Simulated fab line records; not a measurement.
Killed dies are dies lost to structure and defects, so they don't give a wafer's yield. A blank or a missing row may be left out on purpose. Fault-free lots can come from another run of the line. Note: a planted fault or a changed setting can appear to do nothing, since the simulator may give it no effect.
A single fault, viewed from 2 desks ; flow berkeley_cmos170 ; numbers are kept per desk, each desk with only its own; the story behind them comes last

## FROM THE METROLOGY DESK
What the gauges read for every lot (on any tool): the sampled wafers with a number, averaged. Any lot whose mean is over 4 standard deviations away from the usual mean is out of limits and marked OUT; that distance is given in the brackets.
Columns: A = NWELL_NITRIDE_THK at UCB170_NWELL_THK_MEAS_05, usual 223.7 nm; B = PWELL_OVL at UCB170_PWELL_OVL_MEAS_13, usual 0 nm; C = ACTIVE_NITRIDE_THK at UCB170_ACTIVE_THK_MEAS_06, usual 219.0 nm
lot;first seen here;A;B;C
L467;day 2 05:43;224.7;-5;219.3
L468;day 2 09:01;224.8;8;219.3
L469;day 2 15:24;224.6;-3;221.4
L470;day 2 22:31;223.4;-3;217.7
L471;day 3 06:11;226.3;-3;217.9
L472;day 3 10:38;225.2;2;217.2
L475;day 4 04:15;226.0;4;219.9
L480;day 5 02:29;220.9;-4;91.6 (-61) OUT
L481;day 5 05:50;223.7;5;96.5 (-58) OUT
L482;day 5 15:33;224.0;3;221.9
L483;day 5 15:34;225.6;-4;216.0
L484;day 6 01:08;220.7;0;218.7
L485;day 6 04:14;221.8;-4;220.2
L486;day 6 06:39;223.0;1;217.9
Finding of this desk: L480, L481 out of limits, first seen on L480 at day 6 22:29 (ACTIVE_NITRIDE_THK at UCB170_ACTIVE_THK_MEAS_06). L467, L468, L469, L470, L471, L472, L475, L482, L483, L484, L485, L486: within limits.

## THE TOOL OWNER'S DESK: lpcvd-01
The tool's own readings at UCB170_ACTIVE_CVD_05 (deposits Si3N4 from SiH2Cl2/NH3, target thk 220 nm, time 3300 s): means of the sampled wafers that have a number, for each lot that ran on this tool. Any lot whose mean is over 4 standard deviations away from the usual mean is out of limits and marked OUT; that distance is given in the brackets.
Columns: A = susceptor_temp_C at UCB170_ACTIVE_CVD_05, usual 800.0 C
lot;first seen here;A
L467;day 3 23:59;799.7
L468;day 3 23:59;800.0
L469;day 4 05:50;800.0
L470;day 4 18:38;800.3
L471;day 4 23:47;800.2
L472;day 4 23:47;800.3
L480;day 6 19:36;799.6
L481;day 6 19:36;799.8
Finding of this desk: none of the 8 lots has anything out of limits.

## BROUGHT TOGETHER
Metrology desk: alarm possible at day 6 22:29 on L480, L481.
The tool owner's desk saw nothing out of limits.
Tool owner's desk: L480, L481 on record, inside its limits.
The lots listed all ran UCB170_ACTIVE_CVD_05 on lpcvd-01.

## WHAT THE SIMULATOR PUT IN
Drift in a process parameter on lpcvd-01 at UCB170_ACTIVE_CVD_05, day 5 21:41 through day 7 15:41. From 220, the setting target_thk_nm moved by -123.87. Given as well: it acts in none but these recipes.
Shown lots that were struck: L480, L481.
Time in hours between the start of the fault and the first out-of-limits reading at each desk: metrology desk, 25.
